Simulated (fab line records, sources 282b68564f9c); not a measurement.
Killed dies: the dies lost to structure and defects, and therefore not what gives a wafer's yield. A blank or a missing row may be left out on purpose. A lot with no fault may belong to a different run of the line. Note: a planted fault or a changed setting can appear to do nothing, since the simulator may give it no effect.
fab line records -- flow rit_cmos
record lots=14, wafers=42, last_day=7
route steps=202 shown PRETRO@72 M1@202
lots with no fault: from the same line, run without faults
start_h: the number of hours between the record's first day and the start of the first shown wafer of the lot -- wait_h: how many hours have passed since the lot's step before this one -- " unchanged from the row above -- L1.1+2: a single row standing in for several wafers -- - value missing, or start not given -- * or withheld: withheld -- < > ~ a bound
route shown NAME@n: NAME is a module with steps in the file, n the number in the route of the first one -- usual: average and standard deviation across the fault-free wafers -- same: alike in all rows -- chamber/n: place in a boat -- sites: each site's reading -- _std_site: how widely they spread, as a standard deviation -- _edge_site: outer sites' mean less inner sites' -- radius_mm: for every site, how far away it sits from the centre of the wafer -- mask NAME#n: copy n -- behind: the last tool/chamber to shape the wafer -- hold: what put the lot on hold/how long, in hours/how the hold closed -- device: transistor that didn't switch, given as n, p or np -- end of line: the route-end tests of the same wafers -- a step without rows: its recipe alone -- killed: at the first sort, the dies lost to defects and structure; wafer yield is something else -- map: a wafer's dies, marking killed ones x, the rest . and places with no die _
set.NAME: the setting the step ran with; set.NAME@STEP: the setting that earlier step ran with -- model.NAME: the simulator's own value behind a step, which no gauge read
steps of the route over a sample of lots; a table a step, a row a wafer
services: a tool's chamber out of use, with start hour (start_h, from the record's first day; less than 0 if before it), hours out, and reason
## steps
# step RIT_PRETRO_IMPLANT_08
# recipe species=B, energy_kev=45, dose_cm2=1.2e+13, tilt_deg=7
# same implant_ion_amu=11
lot.wafer,tool,chamber,start_h,wait_h
L788.1+3+6,implanter-04,0,33.06,0.2
L789.1+3+6,implanter-01,0,37.62,0.2
L790.1+5+6,implanter-01,0,44.04,0.2
L792.1+4+5,implanter-04,0,52.77,0.2
L794.1+5+6,implanter-02,0,62.59,0.2
L795.1+4+5,implanter-01,0,67.05,0.2
L795.1+4+5,implanter-01,0,67.36,0.3
L797.1+2+4,implanter-02,0,81.10,0.2
L797.1+2+4,implanter-02,0,81.42,0.3
L804.1+4+6,implanter-02,0,112.72,0.2
L806.2+5+6,implanter-04,0,125.06,0.2
L807.4+5+6,implanter-04,0,128.21,0.2
L808.1+3+6,implanter-02,0,132.79,0.2
L809.1+4+6,implanter-04,0,138.65,0.2
L810.4+5+6,implanter-02,0,143.56,0.2
L811.2+3+6,implanter-01,0,148.64,0.2
# step RIT_PRETRO_TW_MEAS_10
# usual PRETRO_TW=477/5.5
lot.wafer,tool,chamber,start_h,wait_h,PRETRO_TW
L788.1,film_metro-02,-,33.39,0.1,474
L788.3,film_metro-02,-,33.39,0.1,469
L788.6,film_metro-02,-,33.39,0.1,473
L789.1,film_metro-02,-,37.95,0.1,471
L789.3,film_metro-02,-,37.95,0.1,471
L789.6,film_metro-02,-,37.95,0.1,471
L790.1,film_metro-03,-,44.36,0.1,486
L790.5,film_metro-03,-,44.36,0.1,488
L790.6,film_metro-03,-,44.36,0.1,488
L792.1,film_metro-01,-,53.09,0.1,472
L792.4,film_metro-01,-,53.09,0.1,469
L792.5,film_metro-01,-,53.09,0.1,472
L794.1,film_metro-02,-,62.91,0.1,473
L794.5,film_metro-02,-,62.91,0.1,476
L794.6,film_metro-02,-,62.91,0.1,475
L795.1,film_metro-01,-,67.69,0.1,586
L795.4,film_metro-01,-,67.69,0.1,583
L795.5,film_metro-01,-,67.69,0.1,585
L797.1,film_metro-03,-,81.74,0.1,602
L797.2,film_metro-03,-,81.74,0.1,598
L797.4,film_metro-03,-,81.74,0.1,600
L804.1,film_metro-03,-,113.05,0.1,484
L804.4,film_metro-03,-,113.05,0.1,486
L804.6,film_metro-03,-,113.05,0.1,481
L806.2,film_metro-01,-,125.37,0.1,476
L806.5,film_metro-01,-,125.37,0.1,473
L806.6,film_metro-01,-,125.37,0.1,476
L807.4,film_metro-02,-,128.49,0.1,473
L807.5,film_metro-02,-,128.49,0.1,475
L807.6,film_metro-02,-,128.49,0.1,476
L808.1,film_metro-02,-,133.11,0.1,475
L808.3,film_metro-02,-,133.11,0.1,474
L808.6,film_metro-02,-,133.11,0.1,477
L809.1,film_metro-02,-,138.97,0.1,476
L809.4,film_metro-02,-,138.97,0.1,476
L809.6,film_metro-02,-,138.97,0.1,479
L810.4,film_metro-02,-,143.84,0.1,477
L810.5,film_metro-02,-,143.84,0.1,476
L810.6,film_metro-02,-,143.84,0.1,476
L811.2,film_metro-01,-,148.95,0.1,470
L811.3,film_metro-01,-,148.95,0.1,471
L811.6,film_metro-01,-,148.95,0.1,471
# step RIT_M1_PROBE_99
# usual killed_at_contacts=0.1/0.32, killed_at_front_end=7/3, killed_dies=7/3.1, killed_on_rim=1.9/1.5, killed_open=3.3/1.8, killed_short=3.6/2
# same gross_dies=264, killed_at_M0_to_M3=0, killed_at_M4_up=0, killed_at_back_side=0, killed_at_other=0
lot.wafer,tool,chamber,start_h,wait_h,killed_at_contacts,killed_at_front_end,killed_dies,killed_on_rim,killed_open,killed_short
L795.1,prober-02,-,98.66,0.1,0,10,10,2,4,6
L795.4,prober-02,-,98.81,0.2,0,8,8,2,5,3
L795.5,prober-02,-,98.86,0.2,0,9,9,1,5,4
# killed by level:class
L795.1 GATE:geometric_particle:open=3 REOX:geometric_particle:short=2 SPACER:geometric_particle:short=2 FOX1:geometric_particle:short=1 GATE:geometric_particle:short=1 REOX:geometric_particle:open=1
L795.4 SPACER:geometric_particle:open=2 FOX2:geometric_particle:short=1 FOX2:geometric_particle:open=1 GATE:geometric_particle:open=1 GATE:geometric_particle:short=1 REOX:geometric_particle:open=1 SILICIDE:geometric_particle:short=1
L795.5 GATE:geometric_particle:short=3 GATE:geometric_particle:open=2 FOX1:geometric_particle:open=1 FOX1:geometric_particle:short=1 FOX2:geometric_particle:open=1 REOX:geometric_particle:open=1
## services
tool,chamber,start_h,hours,kind
implanter-04,-,36.35,3.1,pm
implanter-02,-,65.66,1.6,repair
implanter-01,-,74.73,2.6,repair
implanter-04,-,107.55,4.1,repair
implanter-02,-,125.77,1.2,repair
## key
first_sign step=RIT_PRETRO_IMPLANT_08, reading=visit, direction=added
effect step=RIT_PRETRO_TW_MEAS_10, reading=PRETRO_TW, direction=up, sigmas=21, usual=477, struck=592
met_at RIT_PRETRO_IMPLANT_08
struck_lots L795,L797
tester_left_out L795,L797
fault kind=repeated_step_whole, tool=implanter-01,implanter-02,implanter-04, chamber=-, onset_h=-, steps=RIT_PRETRO_IMPLANT_08, times=1, scope=struck_lots_only
# tester_left_out: of these lots the tester's yield and bins aren't shown, on N5 and GAA mostly nor the transistor test; their killed dies are dies lost to structure and defects alone, not to doping, threshold or leakage, so they don't give the yield
